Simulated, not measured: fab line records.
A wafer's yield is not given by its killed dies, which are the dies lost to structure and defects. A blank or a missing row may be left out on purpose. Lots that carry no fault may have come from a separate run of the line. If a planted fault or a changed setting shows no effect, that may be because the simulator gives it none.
Problem report, 8D (eight disciplines) form, completed by code | flow berkeley cmos170 | the parts of the form that need people (team, actions taken, sign-off) are left out

1. WHAT WENT WRONG
Wafers with no fault read 319.4 s with a standard deviation of 0.48, whereas run length s at UCB170_V2_ETCH_14 reads a mean of 352.0 s on 1 wafer of 1 lot. That puts it +68 standard deviations away from the usual mean.
The step: etches SiO2 in CHF3/CF4/Ar, stops on Al, target depth 1250 nm, time 291 s.
First seen on wafer L660.1, day 10 14:27, on rie diel-02. The record holds 39 wafers of 13 lots with a number at this step. Rule for "out" (also "out of limits"): further than 4 standard deviations from the usual mean. The other wafers with a number count as sound.

2. WHAT IT IS AND WHAT IT IS NOT
question                    | is                | is not
which readings at this step | run length s      | drypump motor current A, throttle valve pct
which lots                  | L660              | L648, L649, L650, L651, L652, L654, L655, L656, L657, L659, L668, L670
which wafers of those lots  | L660.1            | L660.4, L660.6
read on which tools         | rie diel-02       | rie diel-01, rie diel-03
when                        | from day 10 14:27 | up to then (32 sound wafers); but 6 sound wafers of L668, L670 came after

3. SUSPECTS, AND WHAT RULES EACH OUT
Counting: any tool at a process step up to the reading remains a suspect provided it ran every lot that is out. Sound lots after the first of them don't rule it out here, since some wafers of a struck lot are sound.
- rie diel-02 at UCB170_PWELL_ETCH_14 (etches Si3N4 in CH3F/Ar/O2, stops on SiO2, target depth 242 nm, time 151 s): kept. The lot that is out, L660, ran on it at day 5 22:58; the last sound lot it ran before that was L656, at day 5 02:14.
- pvd sputter-01 at UCB170_M1_SPUTTER_00 (material Al, target thk 600 nm, time 83.44 s): kept. The lot that is out, L660, ran on it at day 9 20:01; the last sound lot it ran before that was L651, at day 8 03:36.
- rie diel-02 at UCB170_V2_ETCH_14 (etches SiO2 in CHF3/CF4/Ar, stops on Al, target depth 1250 nm, time 291 s): kept. The lot that is out, L660, ran on it at day 10 14:27; the last sound lot it ran before that was L655, at day 9 14:22. Its own readings are out on those wafers: run length s.
- The sound lot-mates ran in chamber 2 of rie diel-02 at UCB170_V2_ETCH_14, but the wafers that are out ran in chamber 0.
rie diel-02 at UCB170_PWELL_ETCH_14, pvd sputter-01 at UCB170_M1_SPUTTER_00 and rie diel-02 at UCB170_V2_ETCH_14 are what is left after counting.

4. THE CAUSE (what the simulator had put in)
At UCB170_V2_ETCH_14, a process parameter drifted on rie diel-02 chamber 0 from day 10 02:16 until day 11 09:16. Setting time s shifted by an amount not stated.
Counting leaves 3 suspects; this tool is one of them.

5. THE CHAIN OF EFFECTS, in route order
Each row: a reading where the mean over the struck wafers with a number is more than 3 standard deviations away from the usual. Readings are gone through only where the record gives a usual standard deviation; hours: the median, over the lots, of the time from a lot's start at the first step in this table giving one to that lot's start at this step; sigmas: the change measured in usual standard deviations.
hours | step               | reading                  | usual   | on struck wafers | change | sigmas
0     | UCB170_V2_ETCH_14  | run length s             | 319.4 s | 352.0            | +32.6  | +68
0     | UCB170_V2_STRIP_15 | strip time to endpoint s | 15.36 s | 14.60            | -0.76  | -4.7
Process steps it contains:
- UCB170_V2_ETCH_14: etches SiO2 in CHF3/CF4/Ar, stops on Al, target depth 1250 nm, time 291 s.
- UCB170_V2_STRIP_15: strips in O2.

6. HOW IT WOULD HAVE BEEN CAUGHT EARLIER
The fault began at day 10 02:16; the first out-of-limits reading in this record came at day 10 14:27, 12 hours later.
